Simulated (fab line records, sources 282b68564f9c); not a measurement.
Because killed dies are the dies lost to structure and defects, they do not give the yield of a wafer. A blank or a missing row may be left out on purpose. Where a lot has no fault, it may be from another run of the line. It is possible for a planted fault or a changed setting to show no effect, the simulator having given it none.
fab line records ; flow rit_cmos
record: lots: 13; wafers: 39; last_day: 7
route steps=202 shown GATE@95 M1@202
lots untouched by any fault: they come from a run of this same line in which no faults occurred
start_h: hours from the record's opening day to when the first of the lot's shown wafers began ; wait_h: hours since the lot's step before ; " as in the row above ; L1.1+2: one row covering several wafers at once ; - either no value or no given start ; * or withheld: withheld ; < > ~ a bound
route shown NAME@n: names a module that has steps shown in the file, with the first one's number in the route ; usual: average and standard deviation across the fault-free wafers ; same: alike in all rows ; chamber/n: place in a boat ; sites: per-site readings ; _std_site: their standard deviation ; _edge_site: outer sites' mean less inner sites' ; radius_mm: how far each site lies from the wafer's centre ; mask NAME#n: copy n ; behind: the tool/chamber that last shaped the wafer ; hold: why the lot went on hold/how many hours it stayed there/how the hold came to an end ; device: names the non-switching transistor (n, p or np) ; end of line: the tests these same wafers got at the end of their route ; a step given without rows: its recipe and nothing more ; killed: the dies lost at the first sort to structure and to defects; this is not the yield of the wafer ; map: dies across one wafer; x = killed, . = not, _ = none there
set.NAME: the setting that was run; set.NAME@STEP: the one run at that earlier step ; model.NAME: the simulator's own value behind a step, which no gauge read
one table for each step of the route and one row for each wafer, over a sample of lots
services: a tool's chamber out of use, with start hour (start_h, from the record's first day; less than 0 if before it), hours out, and reason
== steps ==
step: RIT_GATE_ETCH_19
recipe: chemistry: SF6/CHF3/O2; time_s: 165; SF6_flow_sccm: 30; CHF3_flow_sccm: 30; O2_flow_sccm: 5; target: poly-Si; pressure_mtorr: 40; rf_w: 160; target_depth_a: 3125; over_etch_frac: 0.25; stop_on: SiO2
usual: O2_flow_sccm: 4.999/0.016; drypump_motor_current_A: 6.0/0.41; oes_product_au: 0.838/0.014; over_etch_frac: 0.25/0; rf_fwd_power_W: 159.4/0.54; throttle_valve_pct: 10.20/0.18
same: time_s: 165
lot.wafer;tool;chamber;start_h;wait_h;O2_flow_sccm;drypump_motor_current_A;oes_product_au;over_etch_frac;rf_fwd_power_W;rf_hours_counter_h;throttle_valve_pct
L676.1;rie_si-02;0;52.11;0.1;5.016;5.6;0.836;0.25;159.5;95;10.02
L676.2;rie_si-02;1;52.11;0.1;4.980;6.5;0.845;0.25;158.7;102;10.21
L676.5;rie_si-02;1;52.11;0.1;5.002;6.4;0.839;0.25;158.8;-;10.21
L677.1;rie_si-01;0;61.10;0.1;5.003;5.7;0.825;0.25;158.9;15;10.51
L677.4;rie_si-01;1;61.10;0.1;5.009;5.3;0.816;0.25;158.9;114;10.33
L677.5;rie_si-01;2;61.10;0.1;5.006;5.9;0.855;0.25;159.2;-;9.97
L678.2;rie_si-02;0;61.98;0.1;5.006;5.6;0.826;0.25;159.2;95;10.00
L678.3;rie_si-02;3;61.98;0.1;5.005;6.3;0.840;0.25;159.1;47;10.02
L678.5;rie_si-02;2;61.98;0.1;4.997;6.1;0.846;0.25;159.6;-;10.29
L679.1;rie_si-01;2;63.61;0.1;4.987;5.9;0.854;0.25;158.8;2;9.95
L679.4;rie_si-01;1;63.61;0.1;5.008;5.3;0.808;0.25;159.1;114;10.34
L679.6;rie_si-01;3;63.61;0.1;4.975;6.4;0.836;0.25;159.7;-;10.34
L680.1;rie_si-02;1;72.73;0.1;5.018;6.4;0.840;0.25;159.5;102;10.20
L680.3;rie_si-02;3;72.73;0.1;5.023;6.3;0.848;0.25;158.7;47;10.04
L680.5;rie_si-02;1;72.73;0.1;5.013;6.4;0.838;0.25;159.7;-;10.20
L682.1;rie_si-02;2;79.44;0.1;4.983;6.1;0.847;0.25;158.8;114;10.30
L682.3;rie_si-02;3;79.44;0.1;5.004;6.3;0.835;0.25;159.2;47;10.04
L682.6;rie_si-02;3;79.44;0.1;4.983;6.3;0.832;0.25;159.4;-;10.05
L683.1;rie_si-01;1;88.28;0.1;4.989;5.3;0.819;0.25;159.1;114;10.33
L683.2;rie_si-01;3;88.28;0.1;5.002;6.5;0.836;0.25;159.3;152;10.35
L683.4;rie_si-01;0;88.28;0.1;5.021;5.7;0.829;0.25;159.8;16;10.53
L685.3;rie_si-01;0;93.36;0.1;5.002;5.7;0.813;0.25;159.9;16;10.52
L685.4;rie_si-01;2;93.36;0.1;4.999;5.9;0.857;0.25;159.5;3;9.98
L685.5;rie_si-01;2;93.36;0.1;4.993;5.9;0.848;0.25;160.0;-;9.96
L686.1;rie_si-02;3;100.08;0.1;4.997;6.3;0.848;0.25;159.4;48;10.05
L686.3;rie_si-02;0;100.08;0.1;5.005;5.6;0.842;0.25;160.0;95;10.01
L686.6;rie_si-02;0;100.08;0.1;4.994;5.6;0.842;0.25;159.0;-;10.01
L689.3;rie_si-01;2;112.60;0.1;5.009;5.8;0.859;0.25;159.4;3;9.97
L689.5;rie_si-01;2;112.60;0.1;5.008;5.9;0.861;0.25;159.3;-;9.96
L689.6;rie_si-01;1;112.60;0.1;5.013;5.2;0.827;0.25;158.5;-;10.34
L694.1;rie_si-02;3;140.62;0.1;4.987;6.3;0.774;0.39251;160.7;48;10.03
L694.2;rie_si-02;0;140.62;0.1;5.007;5.5;0.820;0.25;158.7;96;10.01
L694.3;rie_si-02;2;140.62;0.1;5.006;6.1;0.844;0.25;158.7;115;10.30
L695.2;rie_si-01;2;144.37;0.1;4.988;5.9;0.847;0.25;158.9;3;9.96
L695.3;rie_si-01;3;144.37;0.1;4.965;6.5;0.830;0.25;158.8;0;10.34
L695.5;rie_si-01;3;144.37;0.1;4.993;6.5;0.843;0.25;159.2;-;10.34
L697.3;rie_si-01;1;153.15;0.1;4.989;5.2;0.835;0.25;159.2;115;10.32
L697.4;rie_si-01;3;153.15;0.1;4.997;6.5;0.850;0.25;159.7;0;10.34
L697.5;rie_si-01;0;153.15;0.1;5.005;5.7;0.831;0.25;159.2;-;10.52
step: RIT_M1_PROBE_99
usual: killed_at_contacts: 0.1/0.27; killed_at_front_end: 6.5/2.8; killed_dies: 6.6/2.8; killed_open: 3.5/2; killed_short: 3.2/1.8
same: gross_dies: 264; killed_at_M0_to_M3: 0; killed_at_M4_up: 0; killed_at_back_side: 0; killed_at_other: 0
lot.wafer;tool;chamber;start_h;wait_h;killed_at_contacts;killed_at_front_end;killed_dies;killed_open;killed_short
L686.1;prober-01;-;121.10;0.1;0;6;6;5;1
L686.3;prober-01;-;121.20;0.2;0;5;5;0;5
L686.6;prober-01;-;121.35;0.2;0;4;4;1;3
L689.3;prober-02;-;136.11;0.2;0;6;6;4;2
L689.5;prober-02;-;136.21;0.2;0;5;5;2;3
L689.6;prober-02;-;136.26;0.2;0;8;8;4;4
killed by level:class
L686.1 SILICIDE:geometric_particle:open=2 FOX1:geometric_particle:open=1 FOX2:geometric_particle:short=1 GATE:geometric_particle:open=1 REOX:geometric_particle:open=1
L686.3 GATE:geometric_particle:short=3 SPACER:geometric_particle:short=2
L686.6 GATE:geometric_particle:open=1 REOX:geometric_particle:short=1 SPACER:geometric_particle:short=1 SILICIDE:geometric_particle:short=1
L689.3 GATE:geometric_particle:open=3 FOX1:geometric_particle:short=1 FOX2:geometric_particle:open=1 GATE:geometric_particle:short=1
L689.5 REOX:geometric_particle:open=1 REOX:geometric_particle:short=1 SPACER:geometric_particle:short=1 SILICIDE:geometric_particle:open=1 SILICIDE:geometric_particle:short=1
L689.6 REOX:geometric_particle:short=2 FOX1:geometric_particle:open=1 FOX2:geometric_particle:open=1 GATE:geometric_particle:open=1 SPACER:geometric_particle:short=1 SILICIDE:geometric_particle:short=1 SILICIDE:geometric_particle:open=1
== services ==
tool;chamber;start_h;hours;kind
rie_si-01;2;29.56;3.0;repair
rie_si-01;3;35.14;3.3;repair
rie_si-02;-;88.55;1.3;repair
rie_si-02;0;95.80;2.2;repair
rie_si-01;3;102.43;-;clean
rie_si-01;3;102.43;20.4;scheduled_down
rie_si-01;3;102.43;20.4;vent_cycle
== key ==
first_sign: step: RIT_GATE_ETCH_19; reading: over_etch_frac; direction: up; sigmas: 99+; usual: 0.25; struck: 0.39251
effect: step: RIT_GATE_ETCH_19; reading: oes_product_au; direction: down; sigmas: 4.5; usual: 0.838; struck: 0.774
met_at RIT_GATE_ETCH_19
struck_lots L694
struck_wafers L694.1
tester_left_out L694
onset_between 100.08 140.62
fault: kind: process_parameter_drift; tool: rie_si-02; chamber: 3; onset_h: 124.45; steps: RIT_GATE_ETCH_19; channel: over_etch_frac; offset: 0.14251; shape: step; end_h: 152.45; stated: 0.25
tester_left_out: of these lots the tester's yield and bins aren't shown, on N5 and GAA mostly nor the transistor test; their killed dies are dies lost to structure and defects alone, not to doping, threshold or leakage, so they don't give the yield
